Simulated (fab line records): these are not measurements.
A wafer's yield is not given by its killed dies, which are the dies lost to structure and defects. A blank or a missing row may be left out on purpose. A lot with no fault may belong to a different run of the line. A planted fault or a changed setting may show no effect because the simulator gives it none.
fab line records ; flow ritCmos
[record] lots = 5; wafers = 15; lastDay = 7
route steps=202 shown NWELL@30 PWELL@39 M1@202
lots that met no fault: taken from a fault-free run of the same line
startH: the number of hours between the record's first day and the start of the first shown wafer of the lot ; waitH: how many hours have passed since the lot's step before this one ; " repeats the value in the row above ; L1.1+2: a row that stands for several wafers ; - either no value or no given start ; * or withheld: withheld ; < > ~ a bound
route shown NAME@n: names a module that has steps shown in the file, with the first one's number in the route ; usual: mean and standard deviation over wafers with no fault ; same: alike in all rows ; chamber/n: place in a boat ; sites: per-site readings ; _std_site: standard deviation across them ; _edge_site: mean of outer sites minus mean of inner sites ; radiusMm: how far each site lies from the wafer's centre ; mask NAME#n: copy n ; behind: the tool/chamber that last shaped the wafer ; hold: what put the lot on hold/how long, in hours/how the hold closed ; device: names the non-switching transistor (n, p or np) ; end of line: tests run on the same wafers once the route is complete ; a step without rows: its recipe alone ; killed: not the wafer's yield, but the dies lost to structure and defects at the first sort ; map: a wafer's dies, x killed, . not, _ none there
set.NAME: the setting as run; set.NAME@STEP: as run at that earlier step ; model.NAME: the simulator's own value behind a step, which no gauge read
a table for each step, a row for each wafer; lots at some steps of the route
services: from which hour (startH, from the record's first day; less than 0 if before it) a tool's chamber was out of use, for how many hours, and why
[[steps]]
[step RIT_NWELL_SOFTBAKE_02]
[recipe] resist = NOVOLAK; tempC = 90; timeS = 60
[step RIT_NWELL_EXPOSE_03]
[recipe] maskId = M2; na = 0.57; targetCdNm = 43900; doseMj = 250
[step RIT_NWELL_PEB_04]
[recipe] resist = NOVOLAK; tempC = withheld; timeS = withheld
[step RIT_NWELL_DEVELOP_05]
[recipe] resist = NOVOLAK; developTimeS = 68; devTempC = 23
[step RIT_NWELL_OVL_MEAS_06]
[usual] NWELL_OVL = -0.6/1.6
lot.wafer;tool;chamber;startH;waitH;NWELL_OVL[nm]
L691.1;overlay-02;-;26.13;-;-2.9
L691.3;overlay-02;-;26.13;-;-2.2
L691.5;overlay-02;-;26.13;-;-1.1
L694.1;overlay-02;-;42.08;-;0.1
L694.2;overlay-02;-;42.08;-;-0.6
L694.5;overlay-02;-;42.08;-;-1.2
L704.1;overlay-02;-;93.44;-;-1.5
L704.3;overlay-02;-;93.44;-;-1.4
L704.5;overlay-02;-;93.44;-;-2.1
L708.2;overlay-02;-;112.07;-;0.1
L708.4;overlay-02;-;112.07;-;-1.8
L708.6;overlay-02;-;112.07;-;-0.4
L711.2;overlay-01;-;126.99;-;0.7
L711.3;overlay-01;-;126.99;-;0.7
L711.4;overlay-01;-;126.99;-;0.1
[step RIT_NWELL_HARDBAKE_07]
[recipe] resist = NOVOLAK; tempC = 140; timeS = 120
[step RIT_NWELL_IMPLANT_08]
[recipe] species = P; energyKev = 170; doseCm2 = 5e+13; tiltDeg = 7
[step RIT_NWELL_STRIP_09]
[recipe] chemistry = O2; timeS = 180; resist = NOVOLAK; platenTempC = withheld; powerW = 500; pressureMtorr = 4000; o2FlowSccm = 4000
[usual] drypumpMotorCurrentA = 5.4/0.59
[same] timeS = 180
lot.wafer;tool;chamber;startH;waitH;drypumpMotorCurrentA;rfHoursCounterH
L691.1;plasmaAsher-01;0;26.56;0.1;4.7;37
L691.3;plasmaAsher-01;0;26.56;0.1;4.6;-
L691.5;plasmaAsher-01;0;26.56;0.1;4.6;-
L694.1;plasmaAsher-02;1;42.52;0.1;6.0;40
L694.2;plasmaAsher-02;0;42.52;0.1;5.0;40
L694.5;plasmaAsher-02;1;42.52;0.1;6.0;-
L704.1;plasmaAsher-01;0;93.88;0.1;4.7;44
L704.3;plasmaAsher-01;1;93.88;0.1;6.0;-
L704.5;plasmaAsher-01;0;93.88;0.1;4.6;-
L708.2;plasmaAsher-01;0;112.50;0.1;4.7;46
L708.4;plasmaAsher-01;0;112.50;0.1;4.7;-
L708.6;plasmaAsher-01;1;112.50;0.1;6.0;-
L711.2;plasmaAsher-01;1;127.42;0.1;6.0;49
L711.3;plasmaAsher-01;0;127.42;0.1;4.7;-
L711.4;plasmaAsher-01;1;127.42;0.1;6.0;-
[step RIT_NWELL_TW_MEAS_10]
[usual] NWELL_TW = 2128/20
lot.wafer;tool;chamber;startH;waitH;NWELL_TW
L691.1;filmMetro-04;-;26.74;0.1;2133
L691.3;filmMetro-04;-;26.74;0.1;2148
L691.5;filmMetro-04;-;26.74;0.1;2145
L694.1;filmMetro-02;-;42.69;0.1;2086
L694.2;filmMetro-02;-;42.69;0.1;2101
L694.5;filmMetro-02;-;42.69;0.1;2100
L704.1;filmMetro-04;-;94.05;0.1;2147
L704.3;filmMetro-04;-;94.05;0.1;2136
L704.5;filmMetro-04;-;94.05;0.1;2142
L708.2;filmMetro-02;-;112.69;0.1;2106
L708.4;filmMetro-02;-;112.69;0.1;2119
L708.6;filmMetro-02;-;112.69;0.1;2113
L711.2;filmMetro-02;-;127.61;0.1;2105
L711.3;filmMetro-02;-;127.61;0.1;2102
L711.4;filmMetro-02;-;127.61;0.1;2107
[step RIT_PWELL_HMDS_00]
[recipe] primeTimeS = 60; primeTempC = 140
[step RIT_PWELL_COAT_01]
[recipe] resist = NOVOLAK; spinRpm = 2000; resistThkNm = 1300
[step RIT_PWELL_SOFTBAKE_02]
[recipe] resist = NOVOLAK; tempC = 90; timeS = 60
[step RIT_PWELL_EXPOSE_03]
[recipe] maskId = M3; na = 0.57; targetCdNm = 43700; doseMj = 250
lot.wafer;tool;chamber;startH;waitH;mask
L691.1+3+5;ilineStepper-02;0;27.37;0.2;M3#0
L694.1+2+5;ilineStepper-01;0;43.33;0.2;M3_R1#0
L704.1+3+5;ilineStepper-02;0;94.56;0.1;M3#0
L708.2+4+6;ilineStepper-01;0;113.33;0.2;M3#0
L711.2+3+4;ilineStepper-02;0;128.12;0.1;M3#0
[step RIT_PWELL_PEB_04]
[recipe] resist = NOVOLAK; tempC = withheld; timeS = withheld
[step RIT_M1_PROBE_99]
[usual] killedAtContacts = 0.1/0.34; killedAtFrontEnd = 7.0/2.9; killedDies = 7.2/2.9; killedOnRim = 2.1/1.4; killedOpen = 3.6/1.9; killedShort = 3.5/2.1
[same] grossDies = 264; killed_at_M0_to_M3 = 0; killed_at_M4_up = 0; killedAtBackSide = 0; killedAtOther = 0
lot.wafer;tool;chamber;startH;waitH;killedAtContacts;killedAtFrontEnd;killedDies;killedOnRim;killedOpen;killedShort;model.etest.wellEdgeLeft.lineOhmUm;model.etest.wellEdgeRight.lineOhmUm;model.etest.isoNwellNwell.bvV
L691.1;prober-01;-;67.43;0.1;0;8;8;2;3;5;180.5;184.9;22.11
L691.3;prober-01;-;67.53;0.2;0;11;11;2;5;6;184.5;181.9;22.08
L691.5;prober-01;-;67.63;0.2;0;10;10;1;2;8;180.2;183.2;21.98
L694.1;prober-01;-;81.88;0.1;0;4;4;0;2;2;189.8;189.3;21.89
L694.2;prober-01;-;81.93;0.1;0;5;5;1;3;2;189.1;188.2;21.71
L694.5;prober-01;-;82.08;0.2;0;12;12;6;6;6;189.9;189.6;21.72
L704.1;prober-02;-;132.72;0.1;0;14;14;6;4;9;183.1;179.3;21.99
L704.3;prober-02;-;132.82;0.2;0;8;8;1;3;5;182.1;181.8;21.9
L704.5;prober-02;-;132.92;0.2;0;6;6;1;2;4;181.9;184.5;21.93
L708.2;prober-01;-;149.11;0.1;0;1;1;1;0;1;183.6;183.1;22.32
L708.4;prober-01;-;149.21;0.2;0;5;5;0;2;3;183.1;182.1;22.32
L708.6;prober-01;-;149.31;0.2;0;6;6;2;4;2;179.3;180.9;22.29
L711.2;prober-02;-;164.42;0.1;1;7;8;2;6;2;181.9;186.6;22.38
L711.3;prober-02;-;164.47;0.2;0;5;5;0;3;2;184.4;181.8;22
L711.4;prober-02;-;164.52;0.2;0;13;13;4;5;8;183.4;182.1;21.98
// killed by level:class
L691.1 SPACER:geometricParticle:short=3 FOX1:geometricParticle:open=2 GATE:geometricParticle:short=1 SILICIDE:geometricParticle:short=1 SILICIDE:geometricParticle:open=1
L691.3 REOX:geometricParticle:short=3 REOX:geometricParticle:open=2 SPACER:geometricParticle:short=2 FOX1:geometricParticle:open=1 FOX2:geometricParticle:short=1 GATE:geometricParticle:open=1 SPACER:geometricParticle:open=1
L691.5 GATE:geometricParticle:short=3 SPACER:geometricParticle:short=3 FOX1:geometricParticle:open=1 FOX2:geometricParticle:open=1 SILICIDE:geometricParticle:short=1 REOX:geometricParticle:short=1
L694.1 REOX:geometricParticle:short=2 REOX:geometricParticle:open=2
L694.2 FOX1:geometricParticle:short=2 GATE:geometricParticle:open=1 REOX:geometricParticle:open=1 SILICIDE:geometricParticle:open=1
L694.5 GATE:geometricParticle:open=5 GATE:geometricParticle:short=3 REOX:geometricParticle:short=2 SILICIDE:geometricParticle:open=1 SILICIDE:geometricParticle:short=1
L704.1 FOX1:geometricParticle:short=3 GATE:geometricParticle:short=3 FOX2:geometricParticle:open=1 FOX2:geometricParticle:short=1 GATE:geometricParticle:open=1 REOX:geometricParticle:short=1 SPACER:geometricParticle:open=1 SILICIDE:geometricParticle:short=1
L704.3 FOX1:geometricParticle:short=3 FOX1:geometricParticle:open=1 GATE:geometricParticle:open=1 REOX:geometricParticle:short=1 REOX:geometricParticle:open=1 SPACER:geometricParticle:short=1
L704.5 FOX1:geometricParticle:short=2 FOX1:geometricParticle:open=1 GATE:geometricParticle:short=1 REOX:geometricParticle:open=1 REOX:geometricParticle:short=1
L708.2 GATE:geometricParticle:short=1
L708.4 GATE:geometricParticle:short=2 GATE:geometricParticle:open=1 SILICIDE:geometricParticle:open=1 SILICIDE:geometricParticle:short=1
L708.6 FOX1:geometricParticle:open=1 FOX2:geometricParticle:short=1 GATE:geometricParticle:open=1 REOX:geometricParticle:short=1 REOX:geometricParticle:open=1 SILICIDE:geometricParticle:open=1
L711.2 GATE:geometricParticle:open=4 GATE:geometricParticle:short=1 SPACER:geometricParticle:short=1 SPACER:geometricParticle:open=1 CONTACT:geometricParticle:open=1
L711.3 FOX1:geometricParticle:open=1 FOX2:geometricParticle:short=1 GATE:geometricParticle:open=1 SPACER:geometricParticle:short=1 SPACER:geometricParticle:open=1
L711.4 GATE:geometricParticle:short=5 GATE:geometricParticle:open=2 SPACER:geometricParticle:open=2 FOX1:geometricParticle:short=1 SPACER:geometricParticle:short=1 SILICIDE:geometricParticle:open=1 SILICIDE:geometricParticle:short=1
[[services]]
tool;chamber;startH;hours;kind
plasmaAsher-02;-;6.37;3.7;repair
ilineStepper-01;-;68.59;4.4;pm
ilineStepper-02;-;89.99;1.7;pm
plasmaAsher-02;-;108.75;9.0;pm
plasmaAsher-02;0;108.75;9.0;ventCycle
plasmaAsher-02;1;108.75;9.0;ventCycle
ilineStepper-01;-;114.32;1.7;pm
plasmaAsher-02;0;117.75;-;clean
plasmaAsher-02;1;117.75;-;clean
[[key]]
[firstSign] step = RIT_PWELL_EXPOSE_03; reading = mask; direction = changed
effect none on later readings
[modelEffect] step = RIT_M1_PROBE_99; value = etest.wellEdgeLeft.lineOhmUm; without = 183.8; struck = 189.6
metAt RIT_PWELL_EXPOSE_03
struckWafers L694.1,L694.2,L694.5
testerLeftOut L694
[fault] kind = wrongMask; tool = any; chamber = -; onsetH = 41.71; steps = RIT_PWELL_EXPOSE_03; auxCopy = M3_R1#0; cdOffsetNm = 150; scope = struckLotsOnly
// testerLeftOut: of these lots the tester's yield and bins aren't shown, on N5 and GAA mostly nor the transistor test; their killed dies are dies lost to structure and defects alone, not to doping, threshold or leakage, so they don't give the yield
